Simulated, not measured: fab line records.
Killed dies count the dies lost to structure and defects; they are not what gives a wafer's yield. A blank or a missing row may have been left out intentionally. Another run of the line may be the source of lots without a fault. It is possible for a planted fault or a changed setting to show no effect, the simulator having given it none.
Struck lot and sound lot, side by side :: flow rit_cmos :: 44 steps out of a route of 202
Sound: the wafers L232.1, L232.3, L232.6. Struck: wafer L241.6. The cause comes at the end.
Each step with rows lists, per side, the tool, then ch with its chambers, then its first start. Under that, the readings that differ: sound wafers :: struck wafers :: difference of the means :: sigmas: that difference in standard deviations of wafers without a fault.
alike: a reading whose means differ by less than 2 such deviations, as well as words and numbers matching on both sides. not compared: withheld readings; readings where some wafer has no value; bounds like >300 that might hide an equal value; numbers whose values overlap and for which the record gives no deviation.
Wherever a step has rows on one side only, a row that says differs or no value, or a row with sigmas, the two part there. Numbers that have no deviation but don't overlap get no sigmas and don't part them. A reading that every wafer of one side lacks parts them only if that side has two wafers or more.

first, 1 step without rows for these wafers: RIT_ACTIVE_DEVELOP_10 (develop time 50 s).
RIT_ACTIVE_CD_MEAS_11: target cd 1400 nm.
  sound: cd_sem-02 at day 1 15:18; struck: cd_sem-01 at day 3 12:17
  alike: cd_nm
then, 1 step without rows for these wafers: RIT_ACTIVE_HARDBAKE_12 (time 60 s).
RIT_ACTIVE_ETCH_13: etches Si3N4 in SF6, stops on SiO2, time 210 s, target depth 210 nm.
  sound on rie_diel-03 ch 0,1,3, day 1 15:34; struck on rie_diel-02 ch 2, day 3 12:31
  alike: SF6_flow_sccm, drypump_motor_current_A, oes_product_au, throttle_valve_pct
  not compared: rf_hours_counter_h
RIT_ACTIVE_STRIP_14: strips in O2, time 180 s.
  sound on plasma_asher-03 ch 0,1, day 1 15:43; struck on plasma_asher-01 ch 0, day 3 12:42
  alike: drypump_motor_current_A, rf_refl_power_W
  not compared: rf_hours_counter_h
RIT_ACTIVE_CD_MEAS_90: target cd 1400 nm.
  sound: cd_sem-02 at day 1 15:53; struck: cd_sem-01 at day 3 12:52
  alike: cd_nm
then, 4 steps without rows for these wafers: RIT_ACTIVE_CLEAN_15 (cleans in SC1, time 600 s); RIT_ACTIVE_CLEAN_16 (cleans in dHF, time 30 s); RIT_ACTIVE_CLEAN_17 (cleans in SC2, time 600 s); RIT_FOX1_OXIDATION_00 (target thk 350.7 nm, ox time 1130 s).
RIT_FOX1_THK_MEAS_01:
  sound: film_metro-02 at day 1 17:52; struck: film_metro-01 at day 3 14:37
  alike: FOX1_OXIDE_THK
then, 1 step without rows for these wafers: RIT_FOX1_WET_ETCH_02 (etches SiO2 in BOE, target depth 350 nm, time 390 s).
RIT_FOX2_OXIDATION_00: target thk 350.7 nm, ox time 1130 s.
  sound on furnace-04 ch 0, day 1 18:02; struck on furnace-04 ch 0, day 3 14:46
reading: model.SiO2_of_FOX2_OXIDATION_00.thk_nm (nm)
sound: 352.4 360.3 355.3
struck: 363.2
difference: +7.2
sigmas: 
  alike: tube_center_temp_C
RIT_FOX2_THK_MEAS_01:
  sound: film_metro-03 at day 1 19:21; struck: film_metro-04 at day 3 16:07
  alike: FOX2_OXIDE_THK
then, 2 steps without rows for these wafers: RIT_FOX2_CLEAN_02 (cleans in dHF, time 180 s); RIT_FOX2_WET_ETCH_03 (etches Si3N4 in H3PO4, target depth 195 nm, time 2700 s).
RIT_FOX2_THK_MEAS_90:
  sound: film_metro-04 at day 1 20:14; struck: film_metro-01 at day 3 17:04
  alike: FIELD_OXIDE_LEFT_1_THK
then, 6 steps without rows for these wafers: RIT_NWELL_HMDS_00 (prime time 60 s); RIT_NWELL_COAT_01 (resist thk 1300 nm); RIT_NWELL_SOFTBAKE_02 (time 60 s); RIT_NWELL_EXPOSE_03 (exposes mask M2, target cd 43900 nm); RIT_NWELL_PEB_04; RIT_NWELL_DEVELOP_05 (develop time 68 s).
RIT_NWELL_OVL_MEAS_06:
  sound: overlay-01 at day 1 21:17; struck: overlay-01 at day 3 17:59
reading: NWELL_OVL (nm)
sound: -1.0 0.3 -2.5
struck: 2.8
difference: +3.9
sigmas: +3
then, 2 steps without rows for these wafers: RIT_NWELL_HARDBAKE_07 (time 120 s); RIT_NWELL_IMPLANT_08.
RIT_NWELL_STRIP_09: strips in O2, time 180 s.
  sound on plasma_asher-01 ch 1, day 1 21:44; struck on plasma_asher-02 ch 1, day 3 18:31
reading: drypump_motor_current_A (A)
sound: 5.8 5.8 5.8
struck: 4.9
difference: -0.9
sigmas: -2
  alike: rf_refl_power_W
  not compared: rf_hours_counter_h
RIT_NWELL_TW_MEAS_10:
  sound: film_metro-02 at day 1 21:55; struck: film_metro-01 at day 3 18:37
  alike: NWELL_TW
then, 6 steps without rows for these wafers: RIT_PWELL_HMDS_00 (prime time 60 s); RIT_PWELL_COAT_01 (resist thk 1300 nm); RIT_PWELL_SOFTBAKE_02 (time 60 s); RIT_PWELL_EXPOSE_03 (exposes mask M3, target cd 43700 nm); RIT_PWELL_PEB_04; RIT_PWELL_DEVELOP_05 (develop time 68 s).
RIT_PWELL_OVL_MEAS_06:
  sound: overlay-01 at day 1 22:51; struck: overlay-02 at day 3 19:40
  alike: PWELL_OVL
then, 2 steps without rows for these wafers: RIT_PWELL_HARDBAKE_07 (time 120 s); RIT_PWELL_IMPLANT_08.
RIT_PWELL_STRIP_09: strips in O2, time 180 s.
  sound on plasma_asher-03 ch 0,1, day 1 23:17; struck on plasma_asher-04 ch 0, day 3 20:12
  alike: drypump_motor_current_A, rf_refl_power_W
  not compared: rf_hours_counter_h
RIT_PWELL_TW_MEAS_10:
  sound: film_metro-01 at day 1 23:28; struck: film_metro-03 at day 3 20:19
  alike: PWELL_TW
then, 1 step without rows for these wafers: RIT_WELLDRIVE_ANNEAL_00 (time 14700 s).
RIT_WELLDRIVE_RS_MEAS_01: a four-point-probe measurement.
  sound: film_metro-01 at day 2 04:36; struck: film_metro-01 at day 4 01:35
reading: NWELL_RS (ohm/sq)
sound: 275.8 275.8 275.8
struck: 273.9
difference: -1.9
sigmas: -2
RIT_WELLDRIVE_RS_MEAS_02: a four-point-probe measurement.
  sound: film_metro-01 at day 2 04:43; struck: film_metro-01 at day 4 01:42
  alike: PWELL_RS
RIT_SILICIDE_WET_ETCH_00: etches SiO2 in BOE, target depth 14 nm, time 15 s.
  sound on wet_bench-02 ch 3, day 3 03:56; struck on wet_bench-02 ch 0, day 5 05:16
reading: model.SiO2_of_FOX2_OXIDATION_00.thk_nm (nm)
sound: 153.6 159.8 156
struck: 161.7
difference: +5.2
sigmas: 
RIT_M1_PROBE_99:
  sound: prober-02 at day 3 12:40; struck: prober-01 at day 5 12:28
reading: model.etest.field_n.vt_v (V)
sound: 34.93 35.92 35.31
struck: 36.38
difference: +0.99
sigmas: 

reading: model.etest.field_p_metal.vt_v (V)
sound: -28.53 -28.21 -28.58
struck: -29.69
difference: -1.25
sigmas: 
  alike: killed_at_contacts, killed_at_front_end, killed_dies, killed_open, killed_short

== WHERE THEY PART ==
Last at RIT_WELLDRIVE_RS_MEAS_01 as far as this record goes, first at RIT_NWELL_OVL_MEAS_06. Later steps at which nothing parts them and some readings are alike: RIT_WELLDRIVE_RS_MEAS_02, RIT_M1_PROBE_99.

WHY: what had been put in by the simulator
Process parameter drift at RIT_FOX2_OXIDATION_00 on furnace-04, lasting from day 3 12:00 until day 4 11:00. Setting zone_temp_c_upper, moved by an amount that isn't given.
